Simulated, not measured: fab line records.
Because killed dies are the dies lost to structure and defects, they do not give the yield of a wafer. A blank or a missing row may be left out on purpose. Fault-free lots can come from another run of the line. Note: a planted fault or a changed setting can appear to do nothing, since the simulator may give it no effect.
Comparing a struck lot with a sound one | flow berkeleyCmos170 | 14 steps out of a route of 331
Sound: these wafers, L903.1, L903.3, L903.6. The struck wafers were L916.2, L916.3, L916.6. The cause is named last.
Per side, at each step with rows, come the tool, then ch with its chambers, and then its first start. Under that, the readings that differ: sound wafers | struck wafers | difference of the means | sigmas: that difference in standard deviations of wafers without a fault.
alike: readings whose means differ by less than 2 such deviations, and words and numbers that are the same on both sides. not compared: withheld readings, readings that some wafer has no value for, bounds like >300 that may hide the same value, and numbers for which the record gives no deviation and whose values overlap.
Wherever a step has rows on one side only, a row that says differs or no value, or a row with sigmas, the two part there. When numbers do not overlap yet have no deviation, they are printed without sigmas and do not part them. A reading missing from all wafers of one side parts the sides only when that side holds two or more wafers.

first, 1 step without rows for these wafers: UCB170_ZERO_DEVELOP_05 (develop time 45 s).
UCB170_ZERO_ETCH_06: etches SiO2 in CHF3/CF4/Ar, time 12 s.
  sound on rieDiel-01 ch 1,3, day 1 19:58; struck on rieDiel-04 ch 1,3, day 4 14:08
  alike: drypumpMotorCurrentA, oesProductAu, throttleValvePct
  not compared: rfHoursCounterH
UCB170_ZERO_STRIP_07: strips in O2.
  sound on plasmaAsher-03 ch 0,1, day 1 19:59; struck on plasmaAsher-02 ch 0,1, day 4 14:09
  alike: drypumpMotorCurrentA, oesProductAu, stripTimeToEndpointS
  not compared: rfHoursCounterH
then, 2 steps without rows for these wafers: UCB170_NWELL_WET_ETCH_00 (etches SiO2 in dHF, time 200 s); UCB170_NWELL_OXIDATION_01 (target thk 26.4 nm, ox time 1260 s).
UCB170_NWELL_THK_MEAS_02:
  sound: filmMetro-03 at day 1 23:31; struck: filmMetro-04 at day 4 16:19
  alike: NWELL_OXIDE_THK
then, 2 steps without rows for these wafers: UCB170_NWELL_ANNEAL_03 (time 900 s); UCB170_NWELL_CVD_04 (deposits Si3N4 from SiH2Cl2/NH3, target thk 224 nm, time 3360 s).
UCB170_NWELL_THK_MEAS_05:
  sound: filmMetro-04 at day 2 05:37; struck: filmMetro-03 at day 4 21:12
  alike: NWELL_NITRIDE_THK
then, 3 steps without rows for these wafers: UCB170_NWELL_HMDS_06 (prime time 60 s); UCB170_NWELL_COAT_07 (resist thk 900 nm); UCB170_NWELL_SOFTBAKE_08 (time 60 s).
UCB170_NWELL_EXPOSE_09: exposes mask NWELL, target cd 3000 nm.
  sound on krfScanner-01 ch 0, day 2 06:14; struck on krfScanner-02, day 4 22:11
  no value came back on the struck wafers for exposureDoseMJCm2, focusOffsetNm (nm), sigmaOuter; on the sound wafers exposureDoseMJCm2 reads 25.028 25.028 24.990
  alike: mask
then, 1 step without rows for these wafers: UCB170_NWELL_PEB_10.

## WHERE THEY PART
Only at UCB170_NWELL_EXPOSE_09, within this record.

WHY: the cause the simulator had injected
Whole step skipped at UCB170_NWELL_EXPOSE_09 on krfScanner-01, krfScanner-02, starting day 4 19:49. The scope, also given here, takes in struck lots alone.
